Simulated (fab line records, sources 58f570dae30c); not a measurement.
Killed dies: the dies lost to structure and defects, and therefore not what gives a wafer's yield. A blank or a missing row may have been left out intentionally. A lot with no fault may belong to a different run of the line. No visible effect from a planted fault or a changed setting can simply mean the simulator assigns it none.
Which tool is to blame? :: flow berkeleyCmos170 :: at 1 step of a route of 331, 6 lots with 18 wafers sampled

## WHAT THE GAUGES SHOWED, per wafer
UCB170_CONTACT_THK_MEAS_02.
lot: L982
measured: day 8 08:52
on: filmMetro-02
CONTACT_PSG_THK (nm): 694 696 691

lot: L986
measured: day 9 01:48
on: filmMetro-04
CONTACT_PSG_THK (nm): 708 707 706

lot: L987
measured: day 9 12:11
on: filmMetro-02
CONTACT_PSG_THK (nm): 699 701 694

lot: L992
measured: day 10 16:35
on: filmMetro-03
CONTACT_PSG_THK (nm): 701 704 704

lot: L997
measured: day 11 09:00
on: filmMetro-03
CONTACT_PSG_THK (nm): 699 705 699

lot: L103
measured: day 12 12:22
on: filmMetro-02
CONTACT_PSG_THK (nm): 710 714 707

## WHICH TOOL RAN EACH LOT (tool, then ch and the chambers of the sampled wafers, then the start)
No process step before these readings appears in the record.

## THE ANSWER, worked out from the rows above alone
Rule: the lots themselves supply what counts as usual. The widest of any qualifying gaps counts: lots, ordered by their means at a reading, are off when they make up no more than a third of the lots, leave a main group of 4 or more, and stand apart from it by 3 or more times the standard deviation of that group's means. The tables above print the reading to a certain number of digits; a main group whose means all agree to those digits is not used. Also off: a lot with no number at a reading for which 4 or more lots have one. The other lots that the step has rows for count as sound.
No lot is off on any of the readings shown, so nothing can be concluded from this.

## WHAT THE SIMULATOR PUT IN
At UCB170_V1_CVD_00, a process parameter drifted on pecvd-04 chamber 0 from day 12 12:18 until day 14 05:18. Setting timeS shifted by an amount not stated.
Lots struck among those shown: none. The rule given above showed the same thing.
